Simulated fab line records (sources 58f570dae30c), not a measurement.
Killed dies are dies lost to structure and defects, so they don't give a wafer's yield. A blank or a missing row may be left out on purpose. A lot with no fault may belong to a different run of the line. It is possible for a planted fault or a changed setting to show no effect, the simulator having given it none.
What tool caused it? -- flow berkeley_cmos170 -- 42 wafers from 14 lots sampled at 5 of the route's 331 steps

## WHAT THE GAUGES SHOWED, per wafer
UCB170_GATE_THK_MEAS_05.
lot,measured,on,GATE_POLY_THK (nm)
L922,day 7 09:45,film_metro-02,214.1 213.3 215.0
L925,day 7 09:45,film_metro-01,216.5 214.7 217.1
L926,day 8 01:53,film_metro-01,213.9 214.1 213.3
L927,day 8 16:42,film_metro-02,216.2 216.2 216.4
L929,day 8 16:46,film_metro-03,215.5 216.6 216.2
L930,day 9 06:14,film_metro-01,215.9 214.0 213.5
L934,day 9 06:14,film_metro-02,212.8 211.1 212.7
L931,day 9 06:14,film_metro-03,211.9 213.9 210.2
L932,day 9 06:17,film_metro-01,216.7 216.4 216.2
L935,day 9 17:44,film_metro-01,211.9 211.8 212.3
L933,day 9 17:45,film_metro-03,211.4 208.7 210.2
L936,day 9 17:48,film_metro-01,217.3 216.4 216.6
L941,day 11 06:14,film_metro-03,215.5 215.4 215.8
L944,day 12 00:04,film_metro-01,213.8 214.5 214.8

UCB170_PSD_TW_MEAS_10.
lot,measured,on,PSD_TW
L922,day 7 23:12,film_metro-03,2322 2322 2327
L925,day 7 22:56,film_metro-02,2319 2323 2316
L926,day 8 16:42,film_metro-04,2310 2320 2315
L927,day 9 05:38,film_metro-02,2303 2316 2306
L929,day 9 05:40,film_metro-04,2322 2315 2310
L930,day 9 19:43,film_metro-03,2302 2303 2309
L934,day 9 20:07,film_metro-02,2322 2319 2320
L931,day 9 20:19,film_metro-03,2305 2323 2305
L932,day 9 20:27,film_metro-02,2304 2315 2314
L935,day 10 07:49,film_metro-04,2333 2318 2312
L933,day 10 07:59,film_metro-02,2333 2325 2320
L936,day 10 07:42,film_metro-02,2336 2323 2332
L941,day 12 02:35,film_metro-02,2289 2310 2305
L944,day 12 13:06,film_metro-02,2318 2306 2300

UCB170_NSD_OVL_MEAS_07.
lot,measured,on,NSD_OVL (nm)
L922,day 8 03:52,overlay-01,0 7 4
L925,day 8 03:31,overlay-01,-5 4 6
L926,day 8 21:59,overlay-01,0 2 2
L927,day 9 07:39,overlay-01,3 11 1
L929,day 9 07:47,overlay-02,-5 4 5
L930,day 9 21:33,overlay-01,2 6 -6
L934,day 9 21:49,overlay-02,-4 -6 -3
L931,day 9 22:11,overlay-02,11 15 1
L932,day 9 22:33,overlay-01,0 -4 -4
L935,day 10 09:17,overlay-01,3 2 -1
L933,day 10 09:32,overlay-01,-4 1 -7
L936,day 10 09:10,overlay-02,6 -3 7
L941,day 12 03:55,overlay-01,8 10 17
L944,day 12 15:38,overlay-02,-5 -2 2

UCB170_SDANNEAL_RS_MEAS_05: measurement is done with a four-point probe.
lot,measured,on,NLDD_RS (ohm/sq)
L922,day 8 06:19,film_metro-03,615.6 616.0 615.8
L925,day 8 05:50,film_metro-03,616.8 616.8 616.7
L926,day 8 23:51,film_metro-03,615.4 615.8 616.0
L927,day 9 09:23,film_metro-04,619.8 616.4 617.2
L929,day 9 09:33,film_metro-03,613.6 616.5 614.4
L930,day 10 00:03,film_metro-03,614.7 614.7 614.4
L934,day 10 00:30,film_metro-02,615.6 616.3 616.3
L931,day 10 00:56,film_metro-04,616.2 615.4 616.2
L932,day 10 01:10,film_metro-03,618.1 618.7 616.7
L935,day 10 11:01,film_metro-02,632.2 633.8 633.6
L933,day 10 11:22,film_metro-04,615.6 617.8 615.1
L936,day 10 10:54,film_metro-03,632.6 631.2 631.3
L941,day 12 05:39,film_metro-04,615.3 612.8 616.8
L944,day 12 17:22,film_metro-03,615.5 616.8 616.7

## EACH LOT AND THE TOOL THAT RAN IT (in order: tool; ch and the chambers of the sampled wafers; start)
lot,UCB170_NLDD_IMPLANT_08
L922,"implanter-02 ch 0, day 7 16:20"
L925,"implanter-02 ch 0, day 7 15:55"
L926,"implanter-02 ch 0, day 8 08:22"
L927,"implanter-04 ch 0, day 8 21:39"
L929,"implanter-03 ch 0, day 8 21:58"
L930,"implanter-04 ch 0, day 9 12:10"
L934,"implanter-02 ch 0, day 9 12:05"
L931,"implanter-03 ch 0, day 9 12:21"
L932,"implanter-02 ch 0, day 9 12:34"
L935,"implanter-03 ch 0, day 10 00:07"
L933,"implanter-04 ch 0, day 10 00:52"
L936,"implanter-03 ch 0, day 10 00:52"
L941,"implanter-02 ch 0, day 11 14:08"
L944,"implanter-02 ch 0, day 12 04:58"
- UCB170_NLDD_IMPLANT_08

## AS READ BY THE TOOLS THEMSELVES (means over the sampled wafers that have a number; for cases with no such wafer, the mark the record gives instead)
UCB170_NLDD_IMPLANT_08.
lot,tool,dose_ions_cm2,faraday_current_uA
L922,implanter-02,5.003e+13,156
L925,implanter-02,5.003e+13,159
L926,implanter-02,4.997e+13,159
L927,implanter-04,5.001e+13,159
L929,implanter-03,5.007e+13,156
L930,implanter-04,5.000e+13,160
L934,implanter-02,5.000e+13,161
L931,implanter-03,4.997e+13,157
L932,implanter-02,5.001e+13,159
L935,implanter-03,4.614e+13,147
L933,implanter-04,5.002e+13,155
L936,implanter-03,4.622e+13,147
L941,implanter-02,4.996e+13,160
L944,implanter-02,5.000e+13,160

## THE ANSWER, worked out from the rows above alone
Rule: what is usual is taken from the lots themselves. Put in order of their means at a reading, lots are off if they are a third of the lots or fewer, leave a main group of 4 or more, and stand apart from it by a gap of 3 or more times the standard deviation of the main group's means; of several such gaps the widest counts. Not used: any main group whose means are identical at the precision the tables above print for the reading. A lot without any number at a reading at which 4 lots or more have one is off too. Where the step has rows for the other lots, those lots are counted as sound. First the gauges in route order, then the tools' own readings, where a lot's mean is used as printed above. The first step at which some lot is off is used, and at that step the reading that is off furthest; a lot without a number counts as furthest.
Off: L935, L936, seen at UCB170_SDANNEAL_RS_MEAS_05 (NLDD_RS). Main group: mean 616.1 ohm/sq, sd 0.99.
If a tool, at a process step before that reading, ran all the lots that are off and no sound lot after the first of them, it fits. Not tried: the gauges at UCB170_SDANNEAL_RS_MEAS_05; whatever is off there is also off at UCB170_NLDD_IMPLANT_08, on other tools, and gauge error can't account for it. One candidate fits, namely implanter-03 at UCB170_NLDD_IMPLANT_08. A fault onset in the window from L931 (day 9 12:21, its last sound lot) to L935 (day 10 00:07, its first lot off) fits.
The tool's own readings at UCB170_NLDD_IMPLANT_08 bear it out: on the lots that are off they differ by more than 5 times the standard deviation of the sound lots' means. dose_ions_cm2 reads 4.618e+13 there against 5.001e+13 on the sound lots; faraday_current_uA reads 147 there against 158 on the sound lots.

## WHAT THE SIMULATOR HAD PUT IN
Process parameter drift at UCB170_NLDD_IMPLANT_08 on implanter-03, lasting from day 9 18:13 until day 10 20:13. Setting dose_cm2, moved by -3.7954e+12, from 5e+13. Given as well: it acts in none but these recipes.
Struck lots among those shown: L935, L936. The same result came from the rule above.
